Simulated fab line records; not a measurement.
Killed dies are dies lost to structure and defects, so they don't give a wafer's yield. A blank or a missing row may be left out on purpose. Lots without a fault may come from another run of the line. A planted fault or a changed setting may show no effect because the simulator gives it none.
Which tool is to blame? | flow rit cmos | 42 wafers from 14 lots sampled at 2 of the route's 202 steps

== WHAT EACH GAUGE READ, for each wafer ==
Not one reading of a measure or inspect step in the record can be checked against a usual standard deviation.

== TOOL THAT RAN EACH LOT (tool first, then ch and the chambers of the sampled wafers, then the start) ==
lot  | RIT_NRETRO_SOFTBAKE_02           | RIT_M1_PROBE_99
L967 | litho track-01 ch 0, day 2 05:45 | -
L968 | litho track-01 ch 0, day 2 10:06 | -
L970 | litho track-01 ch 0, day 2 20:01 | -
L971 | litho track-04 ch 0, day 3 02:27 | -
L972 | litho track-03 ch 0, day 3 06:38 | prober-01, day 4 12:05
L973 | litho track-03 ch 0, day 3 12:29 | prober-02, day 4 21:17
L976 | litho track-03 ch 0, day 4 02:55 | prober-02, day 5 06:49
L977 | litho track-04 ch 0, day 4 08:32 | -
L978 | litho track-01 ch 0, day 4 14:10 | prober-02, day 5 17:41
L979 | litho track-03 ch 0, day 4 18:32 | prober-02, day 6 01:23
L983 | litho track-03 ch 0, day 5 14:31 | -
L985 | litho track-03 ch 0, day 6 01:14 | prober-02, day 7 08:23
L988 | litho track-01 ch 0, day 6 17:06 | -
L990 | litho track-01 ch 0, day 7 03:34 | -
- RIT_NRETRO_SOFTBAKE_02: time 60 s.
- RIT_M1_PROBE_99

== WHAT THE TOOLS THEMSELVES READ (means of the sampled wafers that have a number; where no wafer has one, the mark that the record gives instead) ==
RIT_NRETRO_SOFTBAKE_02. Usual: plate temp C 89.98 C, standard deviation 0.13; run length s 89.14 s, standard deviation 0.21.
lot  | tool           | plate temp C (C) | run length s (s) | flag
L967 | litho track-01 | 89.98            | 88.96            |
L968 | litho track-01 | 90.16            | 89.03            |
L970 | litho track-01 | 89.91            | 88.91            |
L971 | litho track-04 | 89.91            | 89.01            |
L972 | litho track-03 | 89.93            | 89.34            |
L973 | litho track-03 | 90.06            | 89.37            |
L976 | litho track-03 | 90.02            | 89.31            |
L977 | litho track-04 | 89.85            | 88.94            |
L978 | litho track-01 | 89.97            | 89.09            |
L979 | litho track-03 | 90.17            | 89.40            |
L983 | litho track-03 | 90.11            | 99.35            | OFF
L985 | litho track-03 | 89.98            | 99.22            | OFF
L988 | litho track-01 | 90.04            | 89.09            |
L990 | litho track-01 | 89.97            | 88.93            |

RIT_M1_PROBE_99. Usual: killed_at_M0_to_M3 0.0 (standard deviation 0.14); killed at contacts 0.1 (standard deviation 0.31); killed at front end 7 (standard deviation 3.2); killed dies 7 (standard deviation 3.2); killed on rim 1.9 (standard deviation 1.4); killed open 3.6 (standard deviation 1.9); killed short 3.6 (standard deviation 2).
lot  | tool      | killed_at_M0_to_M3 | killed at contacts | killed at front end | killed dies | killed on rim | killed open | killed short | flag
L972 | prober-01 | 0.0                | 0.0                | 7                   | 7           | 1.3           | 3.7         | 3.0          |
L973 | prober-02 | 0.0                | 0.0                | 7                   | 7           | 1.0           | 2.7         | 4.7          |
L976 | prober-02 | 0.0                | 0.0                | 5                   | 5           | 1.0           | 3.0         | 2.0          |
L978 | prober-02 | 0.0                | 0.0                | 4                   | 4           | 1.0           | 3.0         | 1.0          |
L979 | prober-02 | 0.0                | 0.0                | 10                  | 10          | 2.7           | 4.3         | 5.3          |
L985 | prober-02 | 0.0                | 0.3                | 6                   | 6           | 2.3           | 2.3         | 4.0          |

== THE ANSWER, worked out from the rows above alone ==
Rule: a lot counts as off when the mean over its wafers that have a number is more than 3 standard deviations away from the usual mean. Also off: a lot with no number at a reading for which 4 or more lots have one. All remaining lots with rows at the step are treated as sound. The gauges are gone through in route order, then the tools' own readings, and for those a lot's mean is taken as printed above. The first step at which some lot is off is used, and at that step the reading that is off furthest; a lot without a number counts as furthest.
Off at RIT_NRETRO_SOFTBAKE_02 (run length s): L983, L985.
A tool fits if, at that step or a process step before it, it ran every lot that is off, and no sound lot after the first of them. One fits: litho track-03 at RIT_NRETRO_SOFTBAKE_02. Its last sound lot is L979 (day 4 18:32), its first lot that is off L983 (day 5 14:31): a fault that began between those two fits.
The tool's own readings at RIT_NRETRO_SOFTBAKE_02 bear it out: on the lots that are off they differ by more than 5 times the standard deviation of the sound lots' means. run length s reads 99.28 s there against 89.12 s on the sound lots.

== WHAT HAD BEEN PUT IN BY THE SIMULATOR ==
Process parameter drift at RIT_NRETRO_SOFTBAKE_02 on litho track-03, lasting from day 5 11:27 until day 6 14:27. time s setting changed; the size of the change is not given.
Lots struck among those shown: L983, L985. The same result came from the rule above.
